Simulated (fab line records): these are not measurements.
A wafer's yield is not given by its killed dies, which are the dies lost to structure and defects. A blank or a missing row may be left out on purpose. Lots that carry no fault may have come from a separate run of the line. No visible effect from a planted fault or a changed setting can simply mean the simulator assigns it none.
fab line records    flow berkeley_cmos170
[record] lots = 12  wafers = 36  last_day = 12
route steps=331 shown NLDD@161
lots with no fault: from the same line, run without faults
start_h: hours from the record's opening day to when the first of the lot's shown wafers began    wait_h: how many hours have passed since the lot's step before this one    " same as the row above    L1.1+2: several wafers, shown together as one row    - either no value or no given start    * or withheld: withheld    < > ~ a bound
route shown NAME@n: names a module that has steps shown in the file, with the first one's number in the route    usual: average and standard deviation across the fault-free wafers    same: alike in all rows    chamber/n: place in a boat    sites: readings site by site    _std_site: their standard deviation    _edge_site: outer sites' mean less inner sites'    radius_mm: how far each site lies from the wafer's centre    mask NAME#n: copy n    behind: tool/chamber where the wafer was last shaped    hold: the reason the lot was held/the length of the hold in hours/how it ended    device: names the non-switching transistor (n, p or np)    end of line: tests of these same wafers at the route's end    where a step has no rows: the recipe by itself    killed: at the first sort, the dies lost to defects and structure; wafer yield is something else    map: a wafer's dies, marking killed ones x, the rest . and places with no die _
set.NAME: the run value of the setting; set.NAME@STEP: its run value at that earlier step    model.NAME: the simulator's own value behind a step, which no gauge read
the route's steps for a sample of lots (tables are steps, rows are wafers)
services: the hour from which a tool's chamber was out of use, counted from the record's first day as start_h (under 0 if before that day), plus the number of hours and why
[[steps]]
[step UCB170_NLDD_EXPOSE_03]
[recipe] mask_id = NSELECT  na = 0.5  sigma_outer = 0.6  source_shape = conventional  target_cd_nm = 1200  dose_mj = 30
[usual] stage_vel_mm_s = 499.98/0.22
lot.wafer  tool            chamber  start_h  wait_h  mask       stage_vel_mm_s
L430.3     krf_scanner-01  0        135.61   0.3     NSELECT#0  499.95
L430.5     "               0        "        "       NSELECT#0  500.22
L430.6     "               0        "        "       NSELECT#0  500.09
L431.1     krf_scanner-01  0        137.24   0.1     NSELECT#0  500.00
L431.2     "               0        "        "       NSELECT#0  500.02
L431.6     "               0        "        "       NSELECT#0  499.92
L432.1     krf_scanner-01  0        137.62   0.1     NSELECT#0  500.06
L432.5     "               0        "        "       NSELECT#0  499.68
L432.6     "               0        "        "       NSELECT#0  500.30
L433.1     krf_scanner-02  0        140.31   0.3     NSELECT#0  500.25
L433.3     "               0        "        "       NSELECT#0  499.82
L433.5     "               0        "        "       NSELECT#0  500.06
L435.2     krf_scanner-02  0        148.51   0.4     NSELECT#0  499.80
L435.3     "               0        "        "       NSELECT#0  499.83
L435.4     "               0        "        "       NSELECT#0  499.64
L441.1     krf_scanner-01  0        178.47   0.3     NSELECT#0  500.06
L441.4     "               0        "        "       NSELECT#0  500.05
L441.6     "               0        "        "       NSELECT#0  500.17
L442.2     krf_scanner-01  0        178.60   0.2     NSELECT#0  499.90
L442.3     "               0        "        "       NSELECT#0  499.80
L442.5     "               0        "        "       NSELECT#0  499.91
L443.4     krf_scanner-02  0        191.29   0.1     NSELECT#0  500.40
L443.5     "               0        "        "       NSELECT#0  500.21
L443.6     "               0        "        "       NSELECT#0  500.20
L446.2     krf_scanner-02  0        199.40   0.1     NSELECT#0  499.82
L446.3     "               0        "        "       NSELECT#0  499.73
L446.6     "               0        "        "       NSELECT#0  499.54
L450.1     krf_scanner-02  0        219.26   0.2     NSELECT#0  500.13
L450.4     "               0        "        "       NSELECT#0  500.11
L450.6     "               0        "        "       NSELECT#0  499.68
L452.1     krf_scanner-02  0        223.86   0.2     NSELECT#0  500.18
L452.3     "               0        "        "       NSELECT#0  500.15
L452.4     "               0        "        "       NSELECT#0  500.28
L453.1     krf_scanner-02  0        233.60   0.2     NSELECT#0  499.97
L453.3     "               0        "        "       NSELECT#0  499.83
L453.4     "               0        "        "       NSELECT#0  500.00
[step UCB170_NLDD_OVL_MEAS_07]
[usual] NLDD_OVL = -1/5.2
lot.wafer  tool        chamber  start_h  wait_h  hold                      NLDD_OVL[nm]
L430.3     overlay-02  -        136.64   0.1     -                         -2
L430.5     "           -        "        "       -                         0
L430.6     "           -        "        "       -                         -7
L431.1     overlay-01  -        138.01   0.1     -                         2
L431.2     "           -        "        "       -                         -1
L431.6     "           -        "        "       -                         3
L432.1     overlay-02  -        138.29   0.1     -                         -11
L432.5     "           -        "        "       -                         -5
L432.6     "           -        "        "       -                         -8
L433.1     overlay-01  -        140.98   0.1     -                         -2
L433.3     "           -        "        "       -                         -11
L433.5     "           -        "        "       -                         -3
L435.2     overlay-02  -        149.01   0.1     -                         -2
L435.3     "           -        "        "       -                         -1
L435.4     "           -        "        "       -                         2
L441.1     overlay-02  -        178.98   0.1     await_dispo/0.2h/release  258
L441.4     "           -        "        "       await_dispo/0.2h/release  256
L441.6     "           -        "        "       await_dispo/0.2h/release  257
L441.1     overlay-02  -        179.19   0.2     -                         257
L441.4     "           -        "        "       -                         254
L441.6     "           -        "        "       -                         256
L442.2     overlay-02  -        179.16   0.1     await_dispo/0.2h/release  263
L442.3     "           -        "        "       await_dispo/0.2h/release  258
L442.5     "           -        "        "       await_dispo/0.2h/release  257
L442.2     overlay-02  -        179.37   0.2     -                         262
L442.3     "           -        "        "       -                         257
L442.5     "           -        "        "       -                         256
L443.4     overlay-01  -        191.98   0.1     -                         -4
L443.5     "           -        "        "       -                         5
L443.6     "           -        "        "       -                         0
L446.2     overlay-02  -        200.07   0.1     -                         -4
L446.3     "           -        "        "       -                         -1
L446.6     "           -        "        "       -                         -6
L450.1     overlay-01  -        220.53   0.1     -                         -7
L450.4     "           -        "        "       -                         0
L450.6     "           -        "        "       -                         4
L452.1     overlay-02  -        224.37   0.1     -                         6
L452.3     "           -        "        "       -                         -1
L452.4     "           -        "        "       -                         0
L453.1     overlay-02  -        234.35   0.1     -                         8
L453.3     "           -        "        "       -                         9
L453.4     "           -        "        "       -                         7
[[services]]
tool            chamber  start_h  hours  kind
krf_scanner-02  -        113.61   4.0    pm
krf_scanner-01  -        117.63   0.8    pm
krf_scanner-02  -        122.56   1.0    pm
krf_scanner-02  -        125.94   1.3    pm
krf_scanner-02  -        131.76   2.8    repair
krf_scanner-02  -        134.54   4.4    pm
krf_scanner-01  -        141.94   8.2    repair
krf_scanner-01  -        150.14   1.3    pm
krf_scanner-01  -        152.01   4.4    pm
krf_scanner-02  -        159.95   0.8    pm
krf_scanner-01  -        191.91   3.6    pm
krf_scanner-01  -        201.05   1.0    pm
[[key]]
[first_sign] step = UCB170_NLDD_OVL_MEAS_07  reading = visit  direction = added
[effect] step = UCB170_NLDD_OVL_MEAS_07  reading = NLDD_OVL  direction = up  sigmas = 50  usual = -1  struck = 258
met_at UCB170_NLDD_EXPOSE_03
struck_lots L441,L442
scrapped_behind UCB170_NLDD_OVL_MEAS_07 L441.1,L441.4,L441.6,L442.2,L442.3,L442.5
onset_between 137.62 178.47
[fault] kind = scanner_matching_overlay  tool = krf_scanner-01  chamber = -  onset_h = 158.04  steps = UCB170_NLDD_EXPOSE_03  offset = 260
